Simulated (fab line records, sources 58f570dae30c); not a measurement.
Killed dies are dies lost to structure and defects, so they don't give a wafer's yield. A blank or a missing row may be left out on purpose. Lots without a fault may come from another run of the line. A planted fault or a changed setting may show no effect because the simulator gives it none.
Which tool did it? | flow berkeley_cmos170 | 15 lots, 45 wafers sampled, at 6 steps of a route of 331

WHAT THE GAUGES READ, wafer by wafer
UCB170_NWELL_THK_MEAS_05.
lot  | measured    | on            | NWELL_NITRIDE_THK (nm)
L985 | day 2 14:59 | film_metro-01 | 225.3 225.6 226.3
L986 | day 2 14:58 | film_metro-02 | 226.9 230.0 228.6
L987 | day 2 14:59 | film_metro-03 | 223.2 222.8 222.7
L989 | day 3 01:29 | film_metro-03 | 225.7 226.1 223.8
L990 | day 3 06:39 | film_metro-02 | 228.0 226.1 228.0
L995 | day 4 06:04 | film_metro-01 | 407.3 406.5 407.9
L997 | day 4 18:41 | film_metro-01 | 405.9 406.2 408.1
L998 | day 4 18:41 | film_metro-03 | 406.3 406.4 405.8
L100 | day 5 08:05 | film_metro-01 | 225.5 224.6 225.7
L101 | day 5 08:08 | film_metro-01 | 225.9 226.1 226.9
L104 | day 6 09:58 | film_metro-03 | 224.6 227.2 228.5
L105 | day 6 09:58 | film_metro-02 | 223.9 223.9 222.6
L106 | day 6 22:28 | film_metro-03 | 223.1 222.9 222.6
L107 | day 6 22:26 | film_metro-01 | 221.1 223.7 222.6
L108 | day 7 07:58 | film_metro-03 | 224.8 225.4 225.5

UCB170_PSD_OVL_MEAS_07.
lot  | measured     | on         | PSD_OVL (nm)
L985 | day 6 20:02  | overlay-01 | 1 -1 1
L986 | day 6 19:50  | overlay-01 | 6 1 7
L987 | day 6 19:36  | overlay-01 | -7 -3 -4
L989 | day 7 09:58  | overlay-02 | 3 -6 -1
L990 | day 7 10:16  | overlay-01 | 7 6 2
L100 | day 9 16:18  | overlay-01 | -1 1 -8
L101 | day 9 15:11  | overlay-01 | 2 2 2
L104 | day 11 10:27 | overlay-02 | -8 -1 1
L105 | day 10 12:08 | overlay-02 | 8 -3 4
L106 | day 11 10:20 | overlay-01 | 1 2 4
L107 | day 11 10:34 | overlay-01 | 5 5 13
L108 | day 11 16:03 | overlay-01 | -4 2 -1

UCB170_V1_CD_MEAS_90: target cd 700 nm.
lot  | measured     | on        | cd_nm (nm)
L985 | day 7 14:27  | cd_sem-02 | 701.2 702.4 700.8
L986 | day 7 14:02  | cd_sem-02 | 700.5 698.9 703.5
L987 | day 7 14:14  | cd_sem-01 | 699.6 697.0 697.1
L989 | day 8 06:22  | cd_sem-01 | 698.2 698.9 698.6
L990 | day 8 06:38  | cd_sem-02 | 701.8 702.2 700.2
L100 | day 10 12:01 | cd_sem-02 | 702.8 701.9 700.9
L101 | day 10 12:17 | cd_sem-01 | 699.6 698.9 699.1
L104 | day 12 08:24 | cd_sem-01 | 700.6 700.2 700.4
L105 | day 11 06:32 | cd_sem-02 | 697.6 699.1 697.2
L106 | day 12 08:07 | cd_sem-01 | 697.6 697.6 698.9
L107 | day 12 08:08 | cd_sem-02 | 699.0 700.2 699.1
L108 | day 12 08:20 | cd_sem-02 | 698.8 702.2 701.0

WHICH TOOL RAN EACH LOT (tool, then ch and the chambers of the sampled wafers, then the start)
lot  | UCB170_NWELL_CVD_04        | UCB170_NWELL_ETCH_13              | UCB170_NSD_STRIP_09
L985 | lpcvd-01 ch 1, day 2 13:02 | rie_diel-04 ch 1,2, day 2 16:50   | plasma_asher-02 ch 1, day 6 22:13
L986 | lpcvd-01 ch 0, day 2 13:02 | rie_diel-01 ch 1,2,3, day 2 16:33 | plasma_asher-04 ch 0,1, day 6 21:56
L987 | lpcvd-01 ch 0, day 2 13:02 | rie_diel-03 ch 2,3, day 2 15:59   | plasma_asher-02 ch 0,1, day 6 21:49
L989 | lpcvd-02 ch 1, day 2 23:33 | rie_diel-01 ch 1,3, day 3 03:03   | plasma_asher-04 ch 0,1, day 7 11:44
L990 | lpcvd-02 ch 1, day 3 04:42 | rie_diel-04 ch 0,1,3, day 3 07:34 | plasma_asher-02 ch 0,1, day 7 12:05
L995 | lpcvd-02 ch 1, day 4 04:07 | rie_diel-01 ch 1,2,3, day 4 07:10 | -
L997 | lpcvd-02 ch 1, day 4 16:45 | rie_diel-03 ch 1,2,3, day 4 19:53 | -
L998 | lpcvd-02 ch 1, day 4 16:45 | rie_diel-04 ch 0,1,2, day 4 19:37 | -
L100 | lpcvd-01 ch 0, day 5 06:08 | rie_diel-03 ch 0,1, day 5 09:17   | plasma_asher-01 ch 0,1, day 9 18:29
L101 | lpcvd-01 ch 0, day 5 06:08 | rie_diel-01 ch 0,1,2, day 5 09:34 | plasma_asher-01 ch 0,1, day 9 17:56
L104 | lpcvd-01 ch 0, day 6 08:02 | rie_diel-01 ch 1,2, day 6 11:35   | plasma_asher-04 ch 1, day 11 12:51
L105 | lpcvd-01 ch 0, day 6 08:02 | rie_diel-04 ch 0,3, day 6 11:52   | plasma_asher-02 ch 0,1, day 10 15:05
L106 | lpcvd-01 ch 0, day 6 20:29 | rie_diel-01 ch 1,2,3, day 6 23:48 | plasma_asher-04 ch 0,1, day 11 12:29
L107 | lpcvd-01 ch 0, day 6 20:29 | rie_diel-04 ch 0,1, day 6 23:42   | plasma_asher-01 ch 0,1, day 11 12:43
L108 | lpcvd-01 ch 1, day 7 06:02 | rie_diel-04 ch 0,1,2, day 7 10:38 | plasma_asher-04 ch 0,1, day 11 17:52
- UCB170_NWELL_CVD_04: deposits Si3N4 from SiH2Cl2/NH3, target thk 224 nm, time 3360 s.
- UCB170_NWELL_ETCH_13: etches Si3N4 in CH3F/Ar/O2, stops on SiO2, target depth 246.4 nm, time 154 s.
- UCB170_NSD_STRIP_09: strips in O2.

WHAT THE TOOLS THEMSELVES READ (means of the sampled wafers that have a number; where no wafer has one, the mark that the record gives instead)
UCB170_NWELL_CVD_04.
lot  | tool     | spike_tc_load_C (C) | spike_tc_source_C (C) | susceptor_temp_C (C)
L985 | lpcvd-01 | 824.5               | 821                   | 800.3
L986 | lpcvd-01 | 822.3               | 817                   | 799.7
L987 | lpcvd-01 | 822.7               | 817                   | 800.1
L989 | lpcvd-02 | 826.3               | 827                   | 800.1
L990 | lpcvd-02 | 827.7               | 827                   | 800.1
L995 | lpcvd-02 | 826.7               | 826                   | 800.1
L997 | lpcvd-02 | 827.3               | 826                   | 799.9
L998 | lpcvd-02 | 826.8               | 826                   | 799.8
L100 | lpcvd-01 | 823.0               | 817                   | 799.6
L101 | lpcvd-01 | 822.1               | 816                   | 800.1
L104 | lpcvd-01 | 822.8               | 816                   | 799.7
L105 | lpcvd-01 | 822.0               | 816                   | 799.9
L106 | lpcvd-01 | 822.0               | 817                   | 800.4
L107 | lpcvd-01 | 822.0               | 817                   | 800.0
L108 | lpcvd-01 | 824.0               | 821                   | 800.1

UCB170_NWELL_ETCH_13.
lot  | tool        | drypump_motor_current_A (A) | oes_product_au (a.u.) | throttle_valve_pct (%)
L985 | rie_diel-04 | 6.0                         | 0.957                 | 8.03
L986 | rie_diel-01 | 5.7                         | 0.946                 | 8.02
L987 | rie_diel-03 | 5.4                         | 0.956                 | 7.97
L989 | rie_diel-01 | 5.7                         | 0.939                 | 7.99
L990 | rie_diel-04 | 5.8                         | 0.960                 | 8.08
L995 | rie_diel-01 | 5.7                         | 1.009                 | 8.03
L997 | rie_diel-03 | 5.7                         | 1.023                 | 8.06
L998 | rie_diel-04 | 5.9                         | 1.006                 | 8.01
L100 | rie_diel-03 | 6.0                         | 0.943                 | 8.30
L101 | rie_diel-01 | 5.8                         | 0.946                 | 8.04
L104 | rie_diel-01 | 5.7                         | 0.936                 | 8.03
L105 | rie_diel-04 | 5.7                         | 0.939                 | 8.16
L106 | rie_diel-01 | 5.7                         | 0.931                 | 8.01
L107 | rie_diel-04 | 5.7                         | 0.946                 | 7.95
L108 | rie_diel-04 | 6.0                         | 0.951                 | 8.00

UCB170_NSD_STRIP_09.
lot  | tool            | drypump_motor_current_A (A) | oes_product_au (a.u.) | strip_time_to_endpoint_s (s)
L985 | plasma_asher-02 | 5.6                         | 0.531                 | 36.04
L986 | plasma_asher-04 | 5.9                         | 0.530                 | 36.35
L987 | plasma_asher-02 | 5.8                         | 0.533                 | 36.15
L989 | plasma_asher-04 | 6.2                         | 0.529                 | 36.28
L990 | plasma_asher-02 | 5.7                         | 0.527                 | 36.18
L100 | plasma_asher-01 | 5.6                         | 0.529                 | 36.21
L101 | plasma_asher-01 | 5.5                         | 0.531                 | 36.15
L104 | plasma_asher-04 | 5.5                         | 0.530                 | 36.23
L105 | plasma_asher-02 | 5.7                         | 0.533                 | 36.17
L106 | plasma_asher-04 | 6.3                         | 0.532                 | 36.20
L107 | plasma_asher-01 | 5.5                         | 0.531                 | 36.31
L108 | plasma_asher-04 | 5.9                         | 0.534                 | 36.19

THE ANSWER, worked out from the rows above alone
Rule: what is usual is taken from the lots themselves. Put in order of their means at a reading, lots are off if they are a third of the lots or fewer, leave a main group of 4 or more, and stand apart from it by a gap of 3 or more times the standard deviation of the main group's means; of several such gaps the widest counts. A main group whose means are all the same, to the digits that the tables above print for the reading, isn't used. A lot without any number at a reading at which 4 lots or more have one is off too. The other lots that the step has rows for count as sound. The gauges are gone through in route order, then the tools' own readings, and for those a lot's mean is taken as printed above. The first step at which some lot is off is used, and at that step the reading that is off furthest; a lot without a number counts as furthest.
Off: L995, L997, L998, at UCB170_NWELL_THK_MEAS_05 (NWELL_NITRIDE_THK). The main group: mean 225.2 nm, standard deviation 1.8.
A tool fits if, at a process step before that reading, it ran every lot that is off, and no sound lot after the first of them. The gauges at UCB170_NWELL_THK_MEAS_05 aren't tried: what is off there is off at UCB170_NWELL_ETCH_13 too, on other tools, and a gauge's error can't cause that. One fits: lpcvd-02 at UCB170_NWELL_CVD_04. Its last sound lot is L990 (day 3 04:42), its first lot that is off L995 (day 4 04:07): a fault that began between those two fits.

WHAT THE SIMULATOR HAD PUT IN
Process parameter drift: lpcvd-02, from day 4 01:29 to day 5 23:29, at UCB170_NWELL_CVD_04. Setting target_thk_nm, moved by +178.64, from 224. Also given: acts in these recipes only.
Lots struck among those shown: L995, L997, L998. The rule above found the same.
